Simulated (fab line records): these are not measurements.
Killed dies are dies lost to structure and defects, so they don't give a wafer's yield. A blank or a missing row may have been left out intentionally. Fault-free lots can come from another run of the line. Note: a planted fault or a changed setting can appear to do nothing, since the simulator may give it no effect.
Struck lot and sound lot, side by side    flow berkeley-cmos170    14 out of 331 route steps
Sound: wafers L718.1, L718.3, L718.5. Struck: wafers L721.2, L721.4, L721.6. Last of all comes the cause.
Per side, at each step with rows, come the tool, then ch with its chambers, and then its first start. Under that, the readings that differ: sound wafers    struck wafers    difference of the means    sigmas: that difference in standard deviations of wafers without a fault.
alike: same words and numbers on both sides, and readings whose means sit less than 2 such deviations apart. not compared: any withheld reading, any reading some wafer has no value for, any bound like >300 that may hide the same value, and any number with overlapping values for which the record gives no deviation.
A row with sigmas, a row that says differs or no value, or rows on one side alone: a step with any of these is where the two part. Non-overlapping numbers with no deviation appear without sigmas and do not part them. Lack of a reading on every wafer of one side parts them only where that side has two or more wafers.

first, 4 steps without rows for these wafers: UCB170_PVT_SOFTBAKE_02 (time 60 s); UCB170_PVT_EXPOSE_03 (exposes mask NWELL, target cd 3000 nm); UCB170_PVT_PEB_04; UCB170_PVT_DEVELOP_05 (develop time 45 s).
UCB170_PVT_OVL_MEAS_06:
  struck on overlay-01, day 7 12:46; sound on overlay-02, day 6 12:20
  alike: PVT_OVL
after that, 1 step had no rows for these wafers: UCB170_PVT_IMPLANT_07.
UCB170_PVT_STRIP_08: strips in O2.
  sound on plasma-asher-03 ch 0,1, day 6 12:31; struck on plasma-asher-04 ch 0,1, day 7 12:56
  alike: chamber-pressure-mTorr, drypump-motor-current-A, oes-product-au, strip-time-to-endpoint-s
  not compared: rf-hours-counter-h
UCB170_PVT_TW_MEAS_09:
  struck on film-metro-02, day 7 13:03; sound on film-metro-02, day 6 12:39
  alike: PVT_TW
then, 1 step without rows for these wafers: UCB170_GATE_WET_ETCH_00 (etches SiO2 in dHF, time 200 s).
UCB170_FIELD_THK_MEAS_91:
  struck on film-metro-04, day 7 14:19; sound on film-metro-04, day 6 12:48
  alike: FIELD_OXIDE_LEFT_2_THK
then, 1 step without rows for these wafers: UCB170_GATE_OXIDATION_01 (target thk 6.6 nm, ox time 1800 s).
UCB170_GATE_THK_MEAS_02:
  struck on film-metro-02, day 7 17:58; sound on film-metro-01, day 6 15:53
reading              sound           struck          difference  sigmas
GATE_OXIDE_THK (nm)  6.53 6.42 6.43  6.80 6.66 6.67  +0.25       +2
UCB170_GATE_ANNEAL_03: time 1800 s.
  sound on furnace-04 ch 0, day 6 20:05; struck on furnace-04, day 7 20:56
  no value came back on the struck wafers for spike-tc-centre-C (C), spike-tc-load-C (C), time-s (s), zone-power-centre-pct (%); on the sound wafers spike-tc-centre-C (C) reads 906.0 907.6 905.8
then, 1 step without rows for these wafers: UCB170_GATE_CVD_04 (deposits poly-Si from SiH4, time 1440 s, target thk 214 nm).

## WHERE THEY PART
Earliest at UCB170_GATE_THK_MEAS_02; latest, in this record, at UCB170_GATE_ANNEAL_03.

WHY: the cause the simulator had injected
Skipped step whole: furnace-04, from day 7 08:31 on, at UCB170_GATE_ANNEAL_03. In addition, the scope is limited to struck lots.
